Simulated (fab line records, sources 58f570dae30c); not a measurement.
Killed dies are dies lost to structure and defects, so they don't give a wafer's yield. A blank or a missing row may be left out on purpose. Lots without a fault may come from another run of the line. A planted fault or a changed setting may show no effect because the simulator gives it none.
A struck lot beside a sound one | flow berkeley_cmos170 | 14 steps out of a route of 331
Sound: wafers L183.2, L183.4, L183.5. Struck: wafers L174.1, L174.3, L174.6. The cause comes at the end.
At each step with rows: each side's tool, then ch and its chambers, then its first start. Under that, the readings that differ: sound wafers | struck wafers | difference of the means | sigmas: that difference in standard deviations of wafers without a fault.
alike: readings whose means differ by less than 2 such deviations, and words and numbers that are the same on both sides. not compared: withheld readings, readings that some wafer has no value for, bounds like >300 that may hide the same value, and numbers for which the record gives no deviation and whose values overlap.
The two part at a step that has a row with sigmas, a row that says differs or no value, or rows on one side only. Numbers that don't overlap but have no deviation are shown without sigmas and don't part them. A reading that every wafer of one side lacks parts them only if that side has two wafers or more.

first, 2 steps without rows for these wafers: UCB170_NWELL_ANNEAL_03 (time 900 s); UCB170_NWELL_CVD_04 (deposits Si3N4 from SiH2Cl2/NH3, target thk 224 nm, time 3360 s).
UCB170_NWELL_THK_MEAS_05:
  sound on film_metro-03, day 6 10:05; struck on film_metro-02, day 4 11:52
  alike: NWELL_NITRIDE_THK
then, 6 steps without rows for these wafers: UCB170_NWELL_HMDS_06 (prime time 60 s); UCB170_NWELL_COAT_07 (resist thk 900 nm); UCB170_NWELL_SOFTBAKE_08 (time 60 s); UCB170_NWELL_EXPOSE_09 (exposes mask NWELL, target cd 3000 nm); UCB170_NWELL_PEB_10; UCB170_NWELL_DEVELOP_11 (develop time 45 s).
UCB170_NWELL_OVL_MEAS_12:
  sound on overlay-02, day 6 13:41; struck on overlay-02, day 4 13:04
  alike: NWELL_OVL
UCB170_NWELL_ETCH_13: etches Si3N4 in CH3F/Ar/O2, stops on SiO2, target depth 246.4 nm, time 151.2 s.
  sound on rie_diel-04 ch 0,1, day 6 13:43; struck on rie_diel-03 ch 2,3, day 4 13:06
  alike: drypump_motor_current_A, oes_product_au, throttle_valve_pct
  not compared: rf_hours_counter_h
then, 1 step without rows for these wafers: UCB170_NWELL_IMPLANT_14.
UCB170_NWELL_STRIP_15: strips in O2.
  sound on plasma_asher-01 ch 0,1, day 6 13:58; struck on plasma_asher-02 ch 0,1, day 4 13:22
  no value came back on the struck wafers for chamber_pressure_mTorr (mTorr), drypump_motor_current_A (A), oes_product_au (a.u.), strip_time_to_endpoint_s (s); on the sound wafers chamber_pressure_mTorr (mTorr) reads 3500 3500 3499
  reading                                | sound | struck            | difference | sigmas
  model.KrF_of_NWELL_COAT_07.thk_nm (nm) | 0 0 0 | 720.9 723.2 720.7 | +721.6     |
  not compared: rf_hours_counter_h
UCB170_NWELL_TW_MEAS_16:
  sound on film_metro-02, day 6 14:04; struck on film_metro-03, day 4 13:28
  alike: NWELL_TW

WHERE THEY PART
Only at UCB170_NWELL_STRIP_15, within this record. Later steps at which nothing parts them and some readings are alike: UCB170_NWELL_TW_MEAS_16.

WHY: what the simulator had put in
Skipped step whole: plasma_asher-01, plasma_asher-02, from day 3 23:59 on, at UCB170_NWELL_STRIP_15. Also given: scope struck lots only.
